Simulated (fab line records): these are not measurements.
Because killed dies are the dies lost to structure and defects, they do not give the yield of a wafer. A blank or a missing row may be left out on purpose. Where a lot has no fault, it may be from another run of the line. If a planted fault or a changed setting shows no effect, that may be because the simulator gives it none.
Comparing a struck lot with a sound one -- flow berkeley_cmos170 -- 43 out of 331 route steps
Sound: these wafers, L404.2, L404.5, L404.6. Wafers struck: L412.1, L412.5, L412.6. At the end, the cause is stated.
For every step that has rows: the tool of each side, followed by ch and its chambers, followed by its first start. Under that, the readings that differ: sound wafers -- struck wafers -- difference of the means -- sigmas: that difference in standard deviations of wafers without a fault.
alike: readings with means less than 2 such deviations apart, plus words and numbers identical on both sides. not compared: withheld readings, readings lacking a value on some wafer, bounds such as >300 that could conceal the same value, and numbers that have no deviation in the record and whose values overlap.
The two part at a step that has a row with sigmas, a row that says differs or no value, or rows on one side only. Numbers that have no deviation but don't overlap get no sigmas and don't part them. Lack of a reading on every wafer of one side parts them only where that side has two or more wafers.

first, 4 steps without rows for these wafers: UCB170_PFIELD_SOFTBAKE_02 (time 60 s); UCB170_PFIELD_EXPOSE_03 (exposes mask PFIELD, target cd 1500 nm); UCB170_PFIELD_PEB_04; UCB170_PFIELD_DEVELOP_05 (develop time 45 s).
UCB170_PFIELD_OVL_MEAS_06:
  sound: overlay-02 at day 6 08:07; struck: overlay-02 at day 8 07:06
reading,sound,struck,difference,sigmas
PFIELD_OVL (nm),4 -11 1,12 20 10,+16,+3
then, 1 step without rows for these wafers: UCB170_PFIELD_IMPLANT_07.
UCB170_PFIELD_STRIP_08: strips in O2.
  sound on plasma_asher-03 ch 0,1, day 6 08:17; struck on plasma_asher-02 ch 0,1, day 8 07:17
  alike: drypump_motor_current_A, oes_product_au, strip_time_to_endpoint_s
  not compared: rf_hours_counter_h
UCB170_PFIELD_TW_MEAS_09:
  sound: film_metro-02 at day 6 08:24; struck: film_metro-01 at day 8 07:23
reading,sound,struck,difference,sigmas
PFIELD_TW,602 598 600,581 585 586,-16,-3
then, 2 steps without rows for these wafers: UCB170_FIELD_CLEAN_00 (cleans in dHF, time 7.5 s); UCB170_FIELD_OXIDATION_01 (target thk 558.3 nm, ox time 7200 s).
UCB170_FIELD_THK_MEAS_02:
  sound: film_metro-03 at day 6 16:56; struck: film_metro-01 at day 8 11:56
  alike: FIELD_OXIDE_THK
then, 1 step without rows for these wafers: UCB170_FIELD_ANNEAL_03 (time 1200 s).
UCB170_FIELD_WET_ETCH_04: etches SiO2 in dHF, time 60 s.
  sound on wet_bench-03 ch 2, day 6 22:42; struck on wet_bench-03 ch 3, day 8 18:10
then, 2 steps without rows for these wafers: UCB170_FIELD_WET_ETCH_05 (etches Si3N4 in H3PO4, time 12600 s); UCB170_FIELD_WET_ETCH_06 (etches SiO2 in BOE, time 22 s).
UCB170_FIELD_THK_MEAS_90:
  sound: film_metro-04 at day 7 02:41; struck: film_metro-03 at day 8 22:25
  alike: FIELD_OXIDE_LEFT_1_THK
then, 2 steps without rows for these wafers: UCB170_SACOX_CLEAN_00 (cleans in dHF, time 7.5 s); UCB170_SACOX_OXIDATION_01 (target thk 14.4 nm, ox time 2400 s).
UCB170_SACOX_THK_MEAS_02:
  sound: film_metro-02 at day 7 09:23; struck: film_metro-02 at day 9 05:19
  alike: SACOX_OXIDE_THK
then, 2 steps without rows for these wafers: UCB170_SCREENOX_WET_ETCH_00 (etches SiO2 in dHF, time 200 s); UCB170_SCREENOX_OXIDATION_01 (target thk 14.4 nm, ox time 2400 s).
UCB170_SCREENOX_THK_MEAS_02:
  sound: film_metro-02 at day 7 15:07; struck: film_metro-01 at day 9 11:48
  alike: SCREENOX_OXIDE_THK
then, 7 steps without rows for these wafers: UCB170_SCREENOX_ANNEAL_03 (time 900 s); UCB170_NVT_HMDS_00 (prime time 60 s); UCB170_NVT_COAT_01 (resist thk 900 nm); UCB170_NVT_SOFTBAKE_02 (time 60 s); UCB170_NVT_EXPOSE_03 (exposes mask PWELL, target cd 3000 nm); UCB170_NVT_PEB_04; UCB170_NVT_DEVELOP_05 (develop time 45 s).
UCB170_NVT_OVL_MEAS_06:
  sound: overlay-02 at day 7 21:34; struck: overlay-01 at day 9 18:44
  alike: NVT_OVL
then, 1 step without rows for these wafers: UCB170_NVT_IMPLANT_07.
UCB170_NVT_STRIP_08: strips in O2.
  sound on plasma_asher-02 ch 0,1, day 7 21:45; struck on plasma_asher-02 ch 0,1, day 9 18:55
  alike: drypump_motor_current_A, oes_product_au, strip_time_to_endpoint_s
  not compared: rf_hours_counter_h
UCB170_NVT_TW_MEAS_09:
  sound: film_metro-02 at day 7 21:52; struck: film_metro-04 at day 9 19:01
  alike: NVT_TW
then, 7 steps without rows for these wafers: UCB170_NVT_CLEAN_10 (cleans in SPM, time 600 s); UCB170_PVT_HMDS_00 (prime time 60 s); UCB170_PVT_COAT_01 (resist thk 900 nm); UCB170_PVT_SOFTBAKE_02 (time 60 s); UCB170_PVT_EXPOSE_03 (exposes mask NWELL, target cd 3000 nm); UCB170_PVT_PEB_04; UCB170_PVT_DEVELOP_05 (develop time 45 s).
UCB170_PVT_OVL_MEAS_06:
  sound: overlay-02 at day 7 23:04; struck: overlay-01 at day 9 22:22
  alike: PVT_OVL
then, 1 step without rows for these wafers: UCB170_PVT_IMPLANT_07.
-- the record jumps here: 2 days lie between the struck wafers' starts before and after (it left off in module PVT and takes up again in module M3, whose first step shown is number 331 of the route) --
UCB170_M3_PROBE_99:
  only the struck wafers here have rows in the record (prober-02, day 12 04:37); the sound ones have none

## WHERE THEY PART
First at UCB170_PFIELD_OVL_MEAS_06; last, within this record, at UCB170_M3_PROBE_99.

WHY: whatever the simulator had introduced
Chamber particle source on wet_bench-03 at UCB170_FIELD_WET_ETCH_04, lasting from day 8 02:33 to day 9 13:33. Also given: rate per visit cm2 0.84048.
